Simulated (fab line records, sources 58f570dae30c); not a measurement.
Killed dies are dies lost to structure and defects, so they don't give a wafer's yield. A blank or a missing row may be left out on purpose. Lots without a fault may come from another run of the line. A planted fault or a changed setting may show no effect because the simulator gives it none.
Tool commonality check | flow berkeley_cmos170 | 15 lots, 45 wafers sampled

WHY IT WAS OPENED
At UCB170_ACTIVE_THK_MEAS_06 the reading ACTIVE_NITRIDE_THK is flagged on 3 of 15 lots. Wafers without a fault read 220.8 nm, standard deviation 2.
Rule: a lot is flagged when every wafer of it that has a number lies more than 4 standard deviations from that mean, or none has a number. The other lots count as sound.

lot  | measured    | on            | ACTIVE_NITRIDE_THK (nm), wafer by wafer | flag
L828 | day 4 20:51 | film_metro-04 | 219.6 217.9 218.4                       |
L829 | day 5 02:32 | film_metro-03 | 218.9 219.4 216.5                       |
L831 | day 5 02:32 | film_metro-02 | 219.6 219.9 218.4                       |
L832 | day 5 12:25 | film_metro-03 | 219.6 219.5 218.9                       |
L833 | day 5 12:28 | film_metro-02 | 219.1 223.4 221.9                       |
L834 | day 5 23:40 | film_metro-02 | 220.9 221.5 219.8                       |
L835 | day 5 23:40 | film_metro-04 | 220.7 222.7 219.9                       |
L836 | day 6 05:21 | film_metro-02 | 223.7 224.2 223.0                       |
L837 | day 6 05:22 | film_metro-03 | 220.4 219.4 219.7                       |
L838 | day 7 00:28 | film_metro-03 | 229.2 264.3 277.7                       | FLAGGED
L840 | day 7 00:29 | film_metro-04 | 236.6 243.0 276.3                       | FLAGGED
L839 | day 7 00:30 | film_metro-02 | 257.0 270.2 280.1                       | FLAGGED
L841 | day 7 08:40 | film_metro-02 | 219.5 220.3 218.6                       |
L842 | day 7 08:43 | film_metro-04 | 225.4 225.6 225.0                       |
L845 | day 8 05:00 | film_metro-02 | 221.3 219.6 220.0                       |
The numbers of the flagged lots are 259.4 nm on average: +38.6 nm against the usual, or +19 standard deviations.

WHICH TOOL RAN EACH LOT
The record holds 2 process steps before the reading, out of a route of 331 steps. In each cell: the tool, then ch and the chambers that the sampled wafers went through, then the start.
lot  | flag    | UCB170_ZERO_ETCH_06               | UCB170_ACTIVE_CVD_05
L828 |         | rie_diel-04 ch 0,1,3, day 2 13:21 | lpcvd-02 ch 0, day 4 18:55
L829 |         | rie_diel-04 ch 2,3, day 2 17:01   | lpcvd-02 ch 0, day 5 00:34
L831 |         | rie_diel-04 ch 0,2, day 3 00:49   | lpcvd-02 ch 1, day 5 00:34
L832 |         | rie_diel-04 ch 1,2,3, day 3 05:01 | lpcvd-01 ch 1, day 5 10:28
L833 |         | rie_diel-03 ch 0,2,3, day 3 12:45 | lpcvd-01 ch 0, day 5 10:28
L834 |         | rie_diel-04 ch 0,2,3, day 3 19:47 | lpcvd-01 ch 0, day 5 20:47
L835 |         | rie_diel-03 ch 0,2,3, day 3 21:28 | lpcvd-01 ch 1, day 5 20:47
L836 |         | rie_diel-03 ch 0,1,3, day 4 01:06 | lpcvd-01 ch 1, day 6 03:25
L837 |         | rie_diel-03 ch 0,1, day 4 06:05   | lpcvd-01 ch 0, day 6 03:25
L838 | FLAGGED | rie_diel-02 ch 1,2,3, day 4 15:22 | lpcvd-01 ch 0, day 6 22:34
L840 | FLAGGED | rie_diel-04 ch 0,1, day 4 18:56   | lpcvd-01 ch 0, day 6 22:34
L839 | FLAGGED | rie_diel-03 ch 0,2,3, day 4 18:41 | lpcvd-01 ch 1, day 6 22:34
L841 |         | rie_diel-02 ch 0,3, day 5 00:58   | lpcvd-02 ch 0, day 7 06:44
L842 |         | rie_diel-04 ch 0,3, day 5 06:08   | lpcvd-02 ch 0, day 7 06:44
L845 |         | rie_diel-04 ch 2,3, day 5 22:19   | lpcvd-02 ch 0, day 8 03:04
What these steps do:
- UCB170_ZERO_ETCH_06: etches SiO2 in CHF3/CF4/Ar, time 11.75 s.
- UCB170_ACTIVE_CVD_05: deposits Si3N4 from SiH2Cl2/NH3, target thk 220 nm, time 3300 s.
- UCB170_ACTIVE_THK_MEAS_06

FLAGGED OVER TOTAL, TOOL BY TOOL (the gauges that took the reading come last)
step                      | tool          | lots run | flagged | share of the flagged lots | sound lots run after its first flagged lot
UCB170_ZERO_ETCH_06       | rie_diel-02   | 2        | 1       | some                      | 1 (L841)
UCB170_ZERO_ETCH_06       | rie_diel-03   | 5        | 1       | some                      | 0
UCB170_ZERO_ETCH_06       | rie_diel-04   | 8        | 1       | some                      | 2 (L842,L845)
UCB170_ACTIVE_CVD_05      | lpcvd-01      | 9        | 3       | all                       | 0
UCB170_ACTIVE_CVD_05      | lpcvd-02      | 6        | 0       | none                      | -
UCB170_ACTIVE_THK_MEAS_06 | film_metro-02 | 7        | 1       | some                      | 2 (L841,L845)
UCB170_ACTIVE_THK_MEAS_06 | film_metro-03 | 4        | 1       | some                      | 0
UCB170_ACTIVE_THK_MEAS_06 | film_metro-04 | 4        | 1       | some                      | 1 (L842)

WHAT THE TABLE ALLOWS
1 row of the table ran every flagged lot: lpcvd-01 at UCB170_ACTIVE_CVD_05.
- lpcvd-01 at UCB170_ACTIVE_CVD_05: 3 of its 9 lots flagged. Its last sound lot is L836 (day 6 03:25), its first flagged lot L838 (day 6 22:34): a fault that began between those two fits. Its own readings lie more than 4 standard deviations out on every wafer of the flagged lots: spike_tc_centre_C.
One tool is left: lpcvd-01 at UCB170_ACTIVE_CVD_05.

WHAT THE SIMULATOR HAD PUT IN
Process parameter drift: lpcvd-01, from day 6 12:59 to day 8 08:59, at UCB170_ACTIVE_CVD_05. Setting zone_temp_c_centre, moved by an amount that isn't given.
Lots struck among those shown: L838, L840, L839. The rule above found the same.
